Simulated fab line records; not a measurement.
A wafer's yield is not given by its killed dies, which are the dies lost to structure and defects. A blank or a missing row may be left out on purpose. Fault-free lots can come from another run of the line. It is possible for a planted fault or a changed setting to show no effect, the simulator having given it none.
fab line records / flow berkeley-cmos170 / part 2 of 2: steps 26 to 35 of 35
record lots=5 wafers=15 last-day=11
route steps=331 shown M1@241 V1@254 M2@271
lots with no fault: from the same line, run without faults
start-h: hours from the record's first day to the start of the lot's first wafer shown / wait-h: hours from the lot's prior step to this one / " repeats the value in the row above / L1.1+2: several wafers, shown together as one row / - no value present, or no start provided / * or withheld: withheld / < > ~ a bound
route shown NAME@n: a module of which the file shows steps, and the number in the route of the first / usual: mean/standard deviation taken from wafers without a fault / same: alike in all rows / chamber/n: place in a boat / sites: per-site readings / _std_site: standard deviation of those values / _edge_site: mean of outer sites minus mean of inner sites / radius-mm: for every site, how far away it sits from the centre of the wafer / mask NAME#n: copy n / behind: the most recent tool/chamber to have shaped the wafer / hold: what put the lot on hold/how long, in hours/how the hold closed / device: transistor that didn't switch, given as n, p or np / end of line: tests run on the same wafers once the route is complete / a step given without rows: its recipe and nothing more / killed: count of dies lost to structure and defects at first sort (not the wafer's yield) / map: a wafer's dies, x killed, . not, _ none there
set.NAME: setting as actually run; set.NAME@STEP: the setting as run at that earlier step / model.NAME: the simulator's own value behind a step, which no gauge read
a table for each step, a row for each wafer; lots at some steps of the route
services: the hour from which a tool's chamber was out of use, counted from the record's first day as start-h (under 0 if before that day), plus the number of hours and why
## steps
# step UCB170_V1_CD_MEAS_12
# recipe target-cd-nm=700
# usual cd-nm=699.6/1.4
lot.wafer=L080.1 tool=cd-sem-02 chamber=- start-h=184.29 wait-h=- cd-nm=700.5
lot.wafer=L080.2 tool=cd-sem-02 chamber=- start-h=184.29 wait-h=- cd-nm=700.8
lot.wafer=L080.3 tool=cd-sem-02 chamber=- start-h=184.29 wait-h=- cd-nm=699.9
lot.wafer=L087.1 tool=cd-sem-02 chamber=- start-h=201.21 wait-h=- cd-nm=700.4
lot.wafer=L087.4 tool=cd-sem-02 chamber=- start-h=201.21 wait-h=- cd-nm=700.5
lot.wafer=L087.6 tool=cd-sem-02 chamber=- start-h=201.21 wait-h=- cd-nm=698.2
lot.wafer=L086.1 tool=cd-sem-01 chamber=- start-h=201.49 wait-h=- cd-nm=699.3
lot.wafer=L086.2 tool=cd-sem-01 chamber=- start-h=201.49 wait-h=- cd-nm=699.7
lot.wafer=L086.6 tool=cd-sem-01 chamber=- start-h=201.49 wait-h=- cd-nm=701.0
lot.wafer=L092.3 tool=cd-sem-02 chamber=- start-h=225.20 wait-h=- cd-nm=700.7
lot.wafer=L092.5 tool=cd-sem-02 chamber=- start-h=225.20 wait-h=- cd-nm=699.7
lot.wafer=L092.6 tool=cd-sem-02 chamber=- start-h=225.20 wait-h=- cd-nm=700.6
lot.wafer=L096.1 tool=cd-sem-02 chamber=- start-h=252.10 wait-h=- cd-nm=698.8
lot.wafer=L096.2 tool=cd-sem-02 chamber=- start-h=252.10 wait-h=- cd-nm=699.4
lot.wafer=L096.6 tool=cd-sem-02 chamber=- start-h=252.10 wait-h=- cd-nm=699.3
# step UCB170_V1_OVL_MEAS_13
# usual V1_OVL=-3/5.7
lot.wafer=L080.1 tool=overlay-02 chamber=- start-h=184.41 wait-h=0.1 V1_OVL[nm]=-6
lot.wafer=L080.2 tool=overlay-02 chamber=- start-h=184.41 wait-h=0.1 V1_OVL[nm]=-4
lot.wafer=L080.3 tool=overlay-02 chamber=- start-h=184.41 wait-h=0.1 V1_OVL[nm]=-4
lot.wafer=L087.1 tool=overlay-01 chamber=- start-h=201.33 wait-h=0.1 V1_OVL[nm]=-2
lot.wafer=L087.4 tool=overlay-01 chamber=- start-h=201.33 wait-h=0.1 V1_OVL[nm]=2
lot.wafer=L087.6 tool=overlay-01 chamber=- start-h=201.33 wait-h=0.1 V1_OVL[nm]=0
lot.wafer=L086.1 tool=overlay-01 chamber=- start-h=201.61 wait-h=0.1 V1_OVL[nm]=-11
lot.wafer=L086.2 tool=overlay-01 chamber=- start-h=201.61 wait-h=0.1 V1_OVL[nm]=-6
lot.wafer=L086.6 tool=overlay-01 chamber=- start-h=201.61 wait-h=0.1 V1_OVL[nm]=-9
lot.wafer=L092.3 tool=overlay-02 chamber=- start-h=225.29 wait-h=0.1 V1_OVL[nm]=5
lot.wafer=L092.5 tool=overlay-02 chamber=- start-h=225.29 wait-h=0.1 V1_OVL[nm]=5
lot.wafer=L092.6 tool=overlay-02 chamber=- start-h=225.29 wait-h=0.1 V1_OVL[nm]=-3
lot.wafer=L096.1 tool=overlay-01 chamber=- start-h=252.22 wait-h=0.1 V1_OVL[nm]=-1
lot.wafer=L096.2 tool=overlay-01 chamber=- start-h=252.22 wait-h=0.1 V1_OVL[nm]=4
lot.wafer=L096.6 tool=overlay-01 chamber=- start-h=252.22 wait-h=0.1 V1_OVL[nm]=5
# step UCB170_V1_ETCH_14
# recipe chemistry=CHF3/CF4/Ar target=SiO2 stop-on=Al CHF3_flow_sccm=45 cf4-flow-sccm=15 Ar_flow_sccm=150 pressure-mtorr=200 rf-w=700 target-depth-a=12500 over-etch-frac=0.25 time-s=291
# usual drypump-motor-current-A=5.7/0.42 oes-product-au=0.875/0.018 rf-fwd-power-W=698.1/1.9 throttle-valve-pct=7.00/0.12
lot.wafer=L080.1 tool=rie-diel-02 chamber=1 start-h=184.45 wait-h=0.0 drypump-motor-current-A=5.4 oes-product-au=0.857 rf-fwd-power-W=700.8 rf-hours-counter-h=1 throttle-valve-pct=6.94
lot.wafer=L080.2 tool=rie-diel-02 chamber=0 start-h=184.45 wait-h=0.0 drypump-motor-current-A=6.1 oes-product-au=0.866 rf-fwd-power-W=698.7 rf-hours-counter-h=16 throttle-valve-pct=7.12
lot.wafer=L080.3 tool=rie-diel-02 chamber=2 start-h=184.45 wait-h=0.0 drypump-motor-current-A=5.5 oes-product-au=0.893 rf-fwd-power-W=699.2 rf-hours-counter-h=2 throttle-valve-pct=6.95
lot.wafer=L087.1 tool=rie-diel-01 chamber=3 start-h=201.37 wait-h=0.0 drypump-motor-current-A=6.2 oes-product-au=0.882 rf-fwd-power-W=698.6 rf-hours-counter-h=54 throttle-valve-pct=6.94
lot.wafer=L087.4 tool=rie-diel-01 chamber=2 start-h=201.37 wait-h=0.0 drypump-motor-current-A=5.4 oes-product-au=0.891 rf-fwd-power-W=699.5 rf-hours-counter-h=- throttle-valve-pct=7.07
lot.wafer=L087.6 tool=rie-diel-01 chamber=1 start-h=201.37 wait-h=0.0 drypump-motor-current-A=5.7 oes-product-au=0.852 rf-fwd-power-W=697.9 rf-hours-counter-h=- throttle-valve-pct=7.03
lot.wafer=L086.1 tool=rie-diel-03 chamber=0 start-h=201.64 wait-h=0.0 drypump-motor-current-A=6.7 oes-product-au=0.881 rf-fwd-power-W=699.0 rf-hours-counter-h=23 throttle-valve-pct=6.82
lot.wafer=L086.2 tool=rie-diel-03 chamber=2 start-h=201.64 wait-h=0.0 drypump-motor-current-A=5.7 oes-product-au=0.865 rf-fwd-power-W=700.6 rf-hours-counter-h=13 throttle-valve-pct=7.21
lot.wafer=L086.6 tool=rie-diel-03 chamber=3 start-h=201.64 wait-h=0.0 drypump-motor-current-A=5.6 oes-product-au=0.866 rf-fwd-power-W=700.4 rf-hours-counter-h=- throttle-valve-pct=7.01
lot.wafer=L092.3 tool=rie-diel-02 chamber=3 start-h=225.32 wait-h=0.0 drypump-motor-current-A=5.5 oes-product-au=0.855 rf-fwd-power-W=699.3 rf-hours-counter-h=7 throttle-valve-pct=7.17
lot.wafer=L092.5 tool=rie-diel-02 chamber=2 start-h=225.32 wait-h=0.0 drypump-motor-current-A=5.5 oes-product-au=0.899 rf-fwd-power-W=700.2 rf-hours-counter-h=- throttle-valve-pct=6.93
lot.wafer=L092.6 tool=rie-diel-02 chamber=3 start-h=225.32 wait-h=0.0 drypump-motor-current-A=5.5 oes-product-au=0.858 rf-fwd-power-W=698.4 rf-hours-counter-h=- throttle-valve-pct=7.16
lot.wafer=L096.1 tool=rie-diel-01 chamber=1 start-h=252.25 wait-h=0.0 drypump-motor-current-A=5.7 oes-product-au=0.849 rf-fwd-power-W=698.0 rf-hours-counter-h=21 throttle-valve-pct=7.04
lot.wafer=L096.2 tool=rie-diel-01 chamber=2 start-h=252.25 wait-h=0.0 drypump-motor-current-A=5.4 oes-product-au=0.891 rf-fwd-power-W=696.8 rf-hours-counter-h=12 throttle-valve-pct=7.05
lot.wafer=L096.6 tool=rie-diel-01 chamber=1 start-h=252.25 wait-h=0.0 drypump-motor-current-A=5.6 oes-product-au=0.858 rf-fwd-power-W=699.9 rf-hours-counter-h=- throttle-valve-pct=7.03
# step UCB170_V1_STRIP_15
# recipe chemistry=O2 power-w=400 pressure-mtorr=3500 platen-temp-c=withheld o2-flow-sccm=400 overash-fraction=0.5
# usual drypump-motor-current-A=5.7/0.49 oes-product-au=0.722/0.0045 strip-time-to-endpoint-s=15.29/0.16
lot.wafer=L080.1 tool=plasma-asher-02 chamber=1 start-h=184.62 wait-h=0.1 drypump-motor-current-A=5.5 oes-product-au=0.726 rf-hours-counter-h=49 strip-time-to-endpoint-s=15.32
lot.wafer=L080.2 tool=plasma-asher-02 chamber=0 start-h=184.62 wait-h=0.1 drypump-motor-current-A=5.7 oes-product-au=0.720 rf-hours-counter-h=49 strip-time-to-endpoint-s=15.33
lot.wafer=L080.3 tool=plasma-asher-02 chamber=1 start-h=184.62 wait-h=0.1 drypump-motor-current-A=5.5 oes-product-au=0.721 rf-hours-counter-h=- strip-time-to-endpoint-s=15.57
lot.wafer=L087.1 tool=plasma-asher-02 chamber=1 start-h=201.55 wait-h=0.1 drypump-motor-current-A=5.5 oes-product-au=0.723 rf-hours-counter-h=51 strip-time-to-endpoint-s=14.98
lot.wafer=L087.4 tool=plasma-asher-02 chamber=1 start-h=201.55 wait-h=0.1 drypump-motor-current-A=5.5 oes-product-au=0.726 rf-hours-counter-h=- strip-time-to-endpoint-s=15.23
lot.wafer=L087.6 tool=plasma-asher-02 chamber=1 start-h=201.55 wait-h=0.1 drypump-motor-current-A=5.5 oes-product-au=0.722 rf-hours-counter-h=- strip-time-to-endpoint-s=15.25
lot.wafer=L086.1 tool=plasma-asher-04 chamber=1 start-h=201.82 wait-h=0.1 drypump-motor-current-A=6.6 oes-product-au=0.719 rf-hours-counter-h=11 strip-time-to-endpoint-s=15.33
lot.wafer=L086.2 tool=plasma-asher-04 chamber=0 start-h=201.82 wait-h=0.1 drypump-motor-current-A=4.9 oes-product-au=0.724 rf-hours-counter-h=11 strip-time-to-endpoint-s=15.29
lot.wafer=L086.6 tool=plasma-asher-04 chamber=1 start-h=201.82 wait-h=0.1 drypump-motor-current-A=6.7 oes-product-au=0.724 rf-hours-counter-h=- strip-time-to-endpoint-s=15.42
lot.wafer=L092.3 tool=plasma-asher-02 chamber=0 start-h=225.53 wait-h=0.1 drypump-motor-current-A=5.7 oes-product-au=0.723 rf-hours-counter-h=- strip-time-to-endpoint-s=15.14
lot.wafer=L092.5 tool=plasma-asher-02 chamber=0 start-h=225.53 wait-h=0.1 drypump-motor-current-A=5.7 oes-product-au=0.718 rf-hours-counter-h=- strip-time-to-endpoint-s=15.36
lot.wafer=L092.6 tool=plasma-asher-02 chamber=1 start-h=225.53 wait-h=0.1 drypump-motor-current-A=5.5 oes-product-au=0.722 rf-hours-counter-h=- strip-time-to-endpoint-s=15.28
lot.wafer=L096.1 tool=plasma-asher-01 chamber=1 start-h=252.43 wait-h=0.1 drypump-motor-current-A=5.5 oes-product-au=0.717 rf-hours-counter-h=46 strip-time-to-endpoint-s=15.05
lot.wafer=L096.2 tool=plasma-asher-01 chamber=0 start-h=252.43 wait-h=0.1 drypump-motor-current-A=5.8 oes-product-au=0.722 rf-hours-counter-h=46 strip-time-to-endpoint-s=15.32
lot.wafer=L096.6 tool=plasma-asher-01 chamber=0 start-h=252.43 wait-h=0.1 drypump-motor-current-A=5.8 oes-product-au=0.719 rf-hours-counter-h=- strip-time-to-endpoint-s=15.07
# step UCB170_V1_CD_MEAS_90
# recipe target-cd-nm=700
# usual cd-nm=699.6/1.8
lot.wafer=L080.1 tool=cd-sem-02 chamber=- start-h=184.72 wait-h=0.1 cd-nm=700.8
lot.wafer=L080.2 tool=cd-sem-02 chamber=- start-h=184.72 wait-h=0.1 cd-nm=701.9
lot.wafer=L080.3 tool=cd-sem-02 chamber=- start-h=184.72 wait-h=0.1 cd-nm=699.3
lot.wafer=L087.1 tool=cd-sem-02 chamber=- start-h=201.65 wait-h=0.1 cd-nm=702.1
lot.wafer=L087.4 tool=cd-sem-02 chamber=- start-h=201.65 wait-h=0.1 cd-nm=699.9
lot.wafer=L087.6 tool=cd-sem-02 chamber=- start-h=201.65 wait-h=0.1 cd-nm=698.1
lot.wafer=L086.1 tool=cd-sem-02 chamber=- start-h=201.92 wait-h=0.1 cd-nm=699.5
lot.wafer=L086.2 tool=cd-sem-02 chamber=- start-h=201.92 wait-h=0.1 cd-nm=700.2
lot.wafer=L086.6 tool=cd-sem-02 chamber=- start-h=201.92 wait-h=0.1 cd-nm=700.6
lot.wafer=L092.3 tool=cd-sem-01 chamber=- start-h=225.63 wait-h=0.1 cd-nm=700.7
lot.wafer=L092.5 tool=cd-sem-01 chamber=- start-h=225.63 wait-h=0.1 cd-nm=698.7
lot.wafer=L092.6 tool=cd-sem-01 chamber=- start-h=225.63 wait-h=0.1 cd-nm=700.1
lot.wafer=L096.1 tool=cd-sem-02 chamber=- start-h=252.53 wait-h=0.1 cd-nm=699.9
lot.wafer=L096.2 tool=cd-sem-02 chamber=- start-h=252.53 wait-h=0.1 cd-nm=698.7
lot.wafer=L096.6 tool=cd-sem-02 chamber=- start-h=252.53 wait-h=0.1 cd-nm=699.5
# step UCB170_M2_PRE_CLEAN_00
# recipe gas=Ar preclean-etch-time-s=60
lot.wafer=L080.1+2+3 tool=pvd-sputter-01 chamber=- start-h=184.84 wait-h=0.1
lot.wafer=L087.1+4+6 tool=pvd-sputter-02 chamber=- start-h=201.77 wait-h=0.1
lot.wafer=L086.1+2+6 tool=pvd-sputter-01 chamber=- start-h=202.04 wait-h=0.1
lot.wafer=L092.3+5+6 tool=pvd-sputter-01 chamber=- start-h=225.71 wait-h=0.1
lot.wafer=L096.1+2+6 tool=pvd-sputter-01 chamber=- start-h=252.65 wait-h=0.1
# step UCB170_M2_SPUTTER_01
# recipe material=Al target-thk-nm=900 time-s=120 power-w=6000 chamber-pressure-pa=0.5
# usual throttle-valve-pct=30.4/1.1
lot.wafer=L080.1 tool=pvd-sputter-01 chamber=- start-h=184.91 wait-h=0.0 throttle-valve-pct=32.5
lot.wafer=L080.2 tool=pvd-sputter-01 chamber=- start-h=184.91 wait-h=0.0 throttle-valve-pct=30.2
lot.wafer=L080.3 tool=pvd-sputter-01 chamber=- start-h=184.91 wait-h=0.0 throttle-valve-pct=29.6
lot.wafer=L087.1 tool=pvd-sputter-02 chamber=- start-h=201.83 wait-h=0.0 throttle-valve-pct=29.9
lot.wafer=L087.4 tool=pvd-sputter-02 chamber=- start-h=201.83 wait-h=0.0 throttle-valve-pct=31.2
lot.wafer=L087.6 tool=pvd-sputter-02 chamber=- start-h=201.83 wait-h=0.0 throttle-valve-pct=31.2
lot.wafer=L086.1 tool=pvd-sputter-01 chamber=- start-h=202.11 wait-h=0.0 throttle-valve-pct=29.6
lot.wafer=L086.2 tool=pvd-sputter-01 chamber=- start-h=202.11 wait-h=0.0 throttle-valve-pct=32.6
lot.wafer=L086.6 tool=pvd-sputter-01 chamber=- start-h=202.11 wait-h=0.0 throttle-valve-pct=30.2
lot.wafer=L092.3 tool=pvd-sputter-01 chamber=- start-h=225.78 wait-h=0.0 throttle-valve-pct=30.2
lot.wafer=L092.5 tool=pvd-sputter-01 chamber=- start-h=225.78 wait-h=0.0 throttle-valve-pct=29.8
lot.wafer=L092.6 tool=pvd-sputter-01 chamber=- start-h=225.78 wait-h=0.0 throttle-valve-pct=30.1
lot.wafer=L096.1 tool=pvd-sputter-01 chamber=- start-h=252.72 wait-h=0.0 throttle-valve-pct=32.8
lot.wafer=L096.2 tool=pvd-sputter-01 chamber=- start-h=252.72 wait-h=0.0 throttle-valve-pct=30.4
lot.wafer=L096.6 tool=pvd-sputter-01 chamber=- start-h=252.72 wait-h=0.0 throttle-valve-pct=32.7
# step UCB170_M2_RS_MEAS_02
# recipe thk-meas-gauge=four-point-probe reads=Al_of_M2_SPUTTER_01
# usual M2_AL_RS=0.0322/0.00039
lot.wafer=L080.1 tool=film-metro-04 chamber=- start-h=184.99 wait-h=0.0 M2_AL_RS[ohm/sq]=0.0322
lot.wafer=L080.2 tool=film-metro-04 chamber=- start-h=184.99 wait-h=0.0 M2_AL_RS[ohm/sq]=0.0317
lot.wafer=L080.3 tool=film-metro-04 chamber=- start-h=184.99 wait-h=0.0 M2_AL_RS[ohm/sq]=0.0324
lot.wafer=L087.1 tool=film-metro-01 chamber=- start-h=201.92 wait-h=0.0 M2_AL_RS[ohm/sq]=0.0322
lot.wafer=L087.4 tool=film-metro-01 chamber=- start-h=201.92 wait-h=0.0 M2_AL_RS[ohm/sq]=0.0322
lot.wafer=L087.6 tool=film-metro-01 chamber=- start-h=201.92 wait-h=0.0 M2_AL_RS[ohm/sq]=0.0321
lot.wafer=L086.1 tool=film-metro-02 chamber=- start-h=202.19 wait-h=0.0 M2_AL_RS[ohm/sq]=0.0320
lot.wafer=L086.2 tool=film-metro-02 chamber=- start-h=202.19 wait-h=0.0 M2_AL_RS[ohm/sq]=0.0319
lot.wafer=L086.6 tool=film-metro-02 chamber=- start-h=202.19 wait-h=0.0 M2_AL_RS[ohm/sq]=0.0315
lot.wafer=L092.3 tool=film-metro-02 chamber=- start-h=225.90 wait-h=0.1 M2_AL_RS[ohm/sq]=0.0319
lot.wafer=L092.5 tool=film-metro-02 chamber=- start-h=225.90 wait-h=0.1 M2_AL_RS[ohm/sq]=0.0328
lot.wafer=L092.6 tool=film-metro-02 chamber=- start-h=225.90 wait-h=0.1 M2_AL_RS[ohm/sq]=0.0321
lot.wafer=L096.1 tool=film-metro-04 chamber=- start-h=252.81 wait-h=0.0 M2_AL_RS[ohm/sq]=0.0319
lot.wafer=L096.2 tool=film-metro-04 chamber=- start-h=252.81 wait-h=0.0 M2_AL_RS[ohm/sq]=0.0315
lot.wafer=L096.6 tool=film-metro-04 chamber=- start-h=252.81 wait-h=0.0 M2_AL_RS[ohm/sq]=0.0320
# step UCB170_M2_THK_MEAS_03
# recipe thk-meas-gauge=xrf reads=Al_of_M2_SPUTTER_01
# usual M2_AL_THK=892/12
lot.wafer=L080.1 tool=film-metro-04 chamber=- start-h=185.11 wait-h=0.1 M2_AL_THK[nm]=879
lot.wafer=L080.2 tool=film-metro-04 chamber=- start-h=185.11 wait-h=0.1 M2_AL_THK[nm]=900
lot.wafer=L080.3 tool=film-metro-04 chamber=- start-h=185.11 wait-h=0.1 M2_AL_THK[nm]=885
lot.wafer=L087.1 tool=film-metro-01 chamber=- start-h=202.04 wait-h=0.1 M2_AL_THK[nm]=889
lot.wafer=L087.4 tool=film-metro-01 chamber=- start-h=202.04 wait-h=0.1 M2_AL_THK[nm]=889
lot.wafer=L087.6 tool=film-metro-01 chamber=- start-h=202.04 wait-h=0.1 M2_AL_THK[nm]=891
lot.wafer=L086.1 tool=film-metro-02 chamber=- start-h=202.31 wait-h=0.1 M2_AL_THK[nm]=909
lot.wafer=L086.2 tool=film-metro-02 chamber=- start-h=202.31 wait-h=0.1 M2_AL_THK[nm]=908
lot.wafer=L086.6 tool=film-metro-02 chamber=- start-h=202.31 wait-h=0.1 M2_AL_THK[nm]=916
lot.wafer=L092.3 tool=film-metro-02 chamber=- start-h=226.00 wait-h=0.1 M2_AL_THK[nm]=907
lot.wafer=L092.5 tool=film-metro-02 chamber=- start-h=226.00 wait-h=0.1 M2_AL_THK[nm]=885
lot.wafer=L092.6 tool=film-metro-02 chamber=- start-h=226.00 wait-h=0.1 M2_AL_THK[nm]=909
lot.wafer=L096.1 tool=film-metro-04 chamber=- start-h=252.93 wait-h=0.1 M2_AL_THK[nm]=893
lot.wafer=L096.2 tool=film-metro-04 chamber=- start-h=252.93 wait-h=0.1 M2_AL_THK[nm]=911
lot.wafer=L096.6 tool=film-metro-04 chamber=- start-h=252.93 wait-h=0.1 M2_AL_THK[nm]=893
# step UCB170_M2_HMDS_04
# recipe prime-time-s=60 prime-temp-c=100
# usual exhaust-pa=44.9/0.8
lot.wafer=L080.1 tool=litho-track-04 chamber=0 start-h=186.29 wait-h=1.2 exhaust-pa=46.0
lot.wafer=L080.2 tool=litho-track-04 chamber=0 start-h=186.29 wait-h=1.2 exhaust-pa=45.4
lot.wafer=L080.3 tool=litho-track-04 chamber=0 start-h=186.29 wait-h=1.2 exhaust-pa=44.1
lot.wafer=L087.1 tool=litho-track-02 chamber=0 start-h=202.10 wait-h=0.1 exhaust-pa=44.4
lot.wafer=L087.4 tool=litho-track-02 chamber=0 start-h=202.10 wait-h=0.1 exhaust-pa=44.8
lot.wafer=L087.6 tool=litho-track-02 chamber=0 start-h=202.10 wait-h=0.1 exhaust-pa=43.9
lot.wafer=L086.1 tool=litho-track-01 chamber=0 start-h=202.37 wait-h=0.1 exhaust-pa=45.7
lot.wafer=L086.2 tool=litho-track-01 chamber=0 start-h=202.37 wait-h=0.1 exhaust-pa=44.0
lot.wafer=L086.6 tool=litho-track-01 chamber=0 start-h=202.37 wait-h=0.1 exhaust-pa=45.5
lot.wafer=L092.3 tool=litho-track-02 chamber=0 start-h=226.09 wait-h=0.1 exhaust-pa=44.6
lot.wafer=L092.5 tool=litho-track-02 chamber=0 start-h=226.09 wait-h=0.1 exhaust-pa=45.2
lot.wafer=L092.6 tool=litho-track-02 chamber=0 start-h=226.09 wait-h=0.1 exhaust-pa=44.9
lot.wafer=L096.1 tool=litho-track-04 chamber=0 start-h=252.99 wait-h=0.1 exhaust-pa=44.8
lot.wafer=L096.2 tool=litho-track-04 chamber=0 start-h=252.99 wait-h=0.1 exhaust-pa=46.3
lot.wafer=L096.6 tool=litho-track-04 chamber=0 start-h=252.99 wait-h=0.1 exhaust-pa=44.3
## services
tool=rie-diel-02 chamber=- start-h=155.32 hours=15.6 kind=pm
tool=rie-diel-04 chamber=3 start-h=159.55 hours=4.7 kind=repair
tool=rie-diel-04 chamber=2 start-h=160.71 hours=2.1 kind=repair
tool=krf-scanner-02 chamber=- start-h=169.03 hours=3.6 kind=pm
tool=cmp-01 chamber=- start-h=173.40 hours=0.5 kind=repair
tool=krf-scanner-02 chamber=- start-h=173.44 hours=0.6 kind=repair
tool=krf-scanner-01 chamber=- start-h=177.07 hours=1.0 kind=pm
tool=cmp-01 chamber=- start-h=177.89 hours=0.5 kind=repair
tool=rie-diel-02 chamber=3 start-h=182.20 hours=9.9 kind=repair
tool=rie-diel-01 chamber=1 start-h=184.20 hours=7.6 kind=repair
tool=rie-diel-01 chamber=0 start-h=193.88 hours=22.3 kind=repair
tool=krf-scanner-02 chamber=- start-h=194.81 hours=1.3 kind=pm
tool=cmp-02 chamber=- start-h=209.69 hours=4.2 kind=pm
tool=plasma-asher-01 chamber=- start-h=211.22 hours=0.7 kind=repair
tool=rie-diel-01 chamber=1 start-h=212.77 hours=5.0 kind=repair
tool=cmp-01 chamber=- start-h=213.80 hours=22.5 kind=repair
tool=pecvd-01 chamber=- start-h=215.58 hours=5.5 kind=pm
tool=plasma-asher-02 chamber=- start-h=215.74 hours=5.9 kind=repair
tool=pvd-sputter-01 chamber=- start-h=223.67 hours=2.0 kind=repair
tool=krf-scanner-01 chamber=- start-h=226.89 hours=1.3 kind=pm
tool=cmp-01 chamber=- start-h=236.30 hours=4.0 kind=pm
tool=rie-diel-02 chamber=1 start-h=240.88 hours=5.2 kind=repair
tool=krf-scanner-02 chamber=- start-h=247.51 hours=1.0 kind=pm
tool=furnace-01 chamber=- start-h=250.26 hours=1.5 kind=pm
